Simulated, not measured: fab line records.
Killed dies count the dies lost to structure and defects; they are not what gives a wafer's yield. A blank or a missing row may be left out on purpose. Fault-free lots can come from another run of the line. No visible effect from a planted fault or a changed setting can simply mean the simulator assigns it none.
A struck lot beside a sound one | flow ritCmos | 18 out of 202 route steps
Sound: these wafers, L213.1, L213.4, L213.6. Wafers struck: L217.1, L217.2, L217.3. The cause is named last.
For every step that has rows: the tool of each side, followed by ch and its chambers, followed by its first start. Under that, the readings that differ: sound wafers | struck wafers | difference of the means | sigmas: that difference in standard deviations of wafers without a fault.
alike: readings with means less than 2 such deviations apart, plus words and numbers identical on both sides. not compared: withheld readings, readings lacking a value on some wafer, bounds such as >300 that could conceal the same value, and numbers that have no deviation in the record and whose values overlap.
Wherever a step has rows on one side only, a row that says differs or no value, or a row with sigmas, the two part there. Non-overlapping numbers with no deviation appear without sigmas and do not part them. A reading missing from all wafers of one side parts the sides only when that side holds two or more wafers.

first, 1 step without rows for these wafers: RIT_GATE_CLEAN_04 (cleans in dHF, time 60 s).
RIT_FOX2_THK_MEAS_91:
  sound on filmMetro-04, day 2 20:42; struck on filmMetro-02, day 3 17:02
  alike: FIELD_OXIDE_LEFT_2_THK
then, 2 steps without rows for these wafers: RIT_GATE_OXIDATION_05 (target thk 3 nm, ox time 270 s); RIT_GATE_ANNEAL_06 (time 600 s).
RIT_GATE_THK_MEAS_07:
  sound on filmMetro-02, day 3 01:15; struck on filmMetro-04, day 4 05:43
  alike: GATE_OXIDE_THK
then, 1 step without rows for these wafers: RIT_GATE_CVD_08 (deposits poly-Si from SiH4, target thk 250 nm, time 2220 s).
RIT_GATE_THK_MEAS_09:
  sound on filmMetro-04, day 3 02:56; struck on filmMetro-04, day 4 08:12
  alike: GATE_POLY_THK
then, 5 steps without rows for these wafers: RIT_GATE_HMDS_10 (prime time 60 s); RIT_GATE_COAT_11 (resist thk 850 nm); RIT_GATE_SOFTBAKE_12 (time 60 s); RIT_GATE_EXPOSE_13 (exposes mask M6, target cd 150 nm); RIT_GATE_PEB_14.
RIT_GATE_DEVELOP_15: develop time 50 s.
  sound on lithoTrack-04 ch 0, day 3 03:00; struck on lithoTrack-04 ch 0, day 4 08:00
RIT_GATE_OVL_MEAS_17:
  sound on overlay-01, day 3 04:05; struck on overlay-02, day 4 09:14
  alike: GATE_OVL
then, 1 step without rows for these wafers: RIT_GATE_HARDBAKE_18 (time 60 s).
RIT_GATE_ETCH_19: etches poly-Si in SF6/CHF3/O2, stops on SiO2, time 165 s, target depth 312.5 nm.
  sound on rieSi-01 ch 0,3, day 3 04:16; struck on rieSi-01 ch 0,1,2, day 4 09:38
reading             | sound             | struck            | difference | sigmas
O2_flow_sccm (sccm) | 4.980 4.973 4.969 | 4.995 5.055 5.003 | +0.044     | +3
  alike: CHF3_flow_sccm, SF6_flow_sccm, drypumpMotorCurrentA, oesProductAu, rfFwdPowerW, throttleValvePct
  not compared: rfHoursCounterH
RIT_GATE_STRIP_20: strips in O2, time 180 s.
  sound on plasmaAsher-04 ch 0,1, day 3 04:23; struck on plasmaAsher-02 ch 0,1, day 4 09:45
  alike: drypumpMotorCurrentA
  not compared: rfHoursCounterH
RIT_M1_PROBE_99:
  sound on prober-02, day 4 09:20; struck on prober-02, day 5 10:47
reading          | sound   | struck      | difference | sigmas
killedAtFrontEnd | 8 11 12 | 264 264 264 | +254       | +87
killedDies       | 8 12 12 | 264 264 264 | +253       | +87
killedOnRim      | 3 3 3   | 70 70 70    | +67        | +48
  alike: killedAtContacts, killedOpen, killedShort

## WHERE THEY PART
Earliest at RIT_GATE_ETCH_19; latest, in this record, at RIT_M1_PROBE_99.

WHY: the cause the simulator had injected
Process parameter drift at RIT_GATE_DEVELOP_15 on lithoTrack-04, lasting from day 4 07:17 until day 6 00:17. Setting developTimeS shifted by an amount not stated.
